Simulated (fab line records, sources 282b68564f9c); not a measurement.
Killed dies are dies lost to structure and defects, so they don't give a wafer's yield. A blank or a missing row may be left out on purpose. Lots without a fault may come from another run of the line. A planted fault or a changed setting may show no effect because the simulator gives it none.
Problem report in the 8D (eight disciplines) form, filled by code | flow rit_cmos | the parts of the form that need people (team, actions taken, sign-off) are left out

1. THE PROBLEM
CONTACT_TEOS_THK at RIT_CONTACT_THK_MEAS_01 reads a mean of 556 nm on 4 wafers of 2 lots; wafers without a fault read 398 nm with a standard deviation of 5.8. That is +27 standard deviations from the usual mean.
First seen on wafer L237.3, day 6 11:06, on film_metro-04. The record holds 18 wafers of 6 lots with a number at this step. Rule for "out", or "out of limits": more than 4 standard deviations from the usual mean. The other wafers with a number count as sound.

2. WHAT IT IS AND WHAT IT IS NOT
question                    | is                             | is not
which readings at this step | CONTACT_TEOS_THK               | -
which lots                  | L237, L240                     | L225, L229, L236, L244
which wafers of those lots  | L237.3, L237.4, L240.2, L240.4 | L237.1, L240.1
read on which gauges        | film_metro-04                  | film_metro-01, film_metro-02
when                        | from day 6 11:06               | up to then (10 sound wafers); but 4 sound wafers of L240, L244 came after

3. SUSPECTS, AND WHAT RULES EACH OUT
Counting: a tool at a process step up to the reading stays a suspect if it ran every lot that is out. Sound lots after the first of them don't rule it out here, since some wafers of a struck lot are sound.
- the gauge at RIT_CONTACT_THK_MEAS_01: kept. All the wafers that are out were read on film_metro-04, and no step on other tools shows them out.
- pvd_sputter-03 at RIT_SILICIDE_SPUTTER_01 (material Ti, target thk 30 nm, time 240 s): kept. It ran every lot that is out, first L237 (day 6 10:32).
- pecvd-04 at RIT_CONTACT_CVD_00 (deposits SiO2 from TEOS, target thk 400 nm, time 61 s): kept. It ran every lot that is out, first L237 (day 6 11:03); its last sound lot up to then is L225 (day 3 23:02).
- Within pecvd-04 at RIT_CONTACT_CVD_00: the wafers that are out ran in chamber 2; their sound lot-mates ran in chambers 0, 1.
Left after counting: pvd_sputter-03 at RIT_SILICIDE_SPUTTER_01, pecvd-04 at RIT_CONTACT_CVD_00, film_metro-04 at RIT_CONTACT_THK_MEAS_01.

4. THE CAUSE (what the simulator had put in)
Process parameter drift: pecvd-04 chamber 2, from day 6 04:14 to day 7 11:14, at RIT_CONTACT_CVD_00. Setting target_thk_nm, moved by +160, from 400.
Counting left 3 suspects, and this tool is among them.

5. THE CHAIN OF EFFECTS, in route order
Each row: a reading whose mean over the struck wafers that have a number lies more than 3 standard deviations from the usual. Only readings for which the record gives a usual standard deviation are gone through. hours: the time from each lot's start at the first step in this table that gives one to its start at this step, as a median over the lots. sigmas: the change in usual standard deviations.
hours | step                    | reading          | usual  | on struck wafers | change | sigmas
0     | RIT_CONTACT_THK_MEAS_01 | CONTACT_TEOS_THK | 398 nm | 556              | +158   | +27
Later measuring or inspecting steps at which every struck wafer that the step has a row for has a number for every such reading, and none has moved that far: RIT_CONTACT_CD_MEAS_08, RIT_CONTACT_OVL_MEAS_09, RIT_CONTACT_CD_MEAS_90.

6. WHAT WOULD HAVE CAUGHT IT SOONER
In this record the first reading out of limits at a measuring or inspecting step was taken at day 6 11:06, 7 hours after the fault began at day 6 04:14.
Of the tool readings at RIT_CONTACT_CVD_00 for which the record gives a usual standard deviation, none was out on any struck wafer, so an alarm limit of 4 standard deviations on them would not have fired.
Of the lots that are out (2), L240 began RIT_CONTACT_CVD_00 on pecvd-04 after day 6 11:06. A hold on the tool at that time would have spared it.
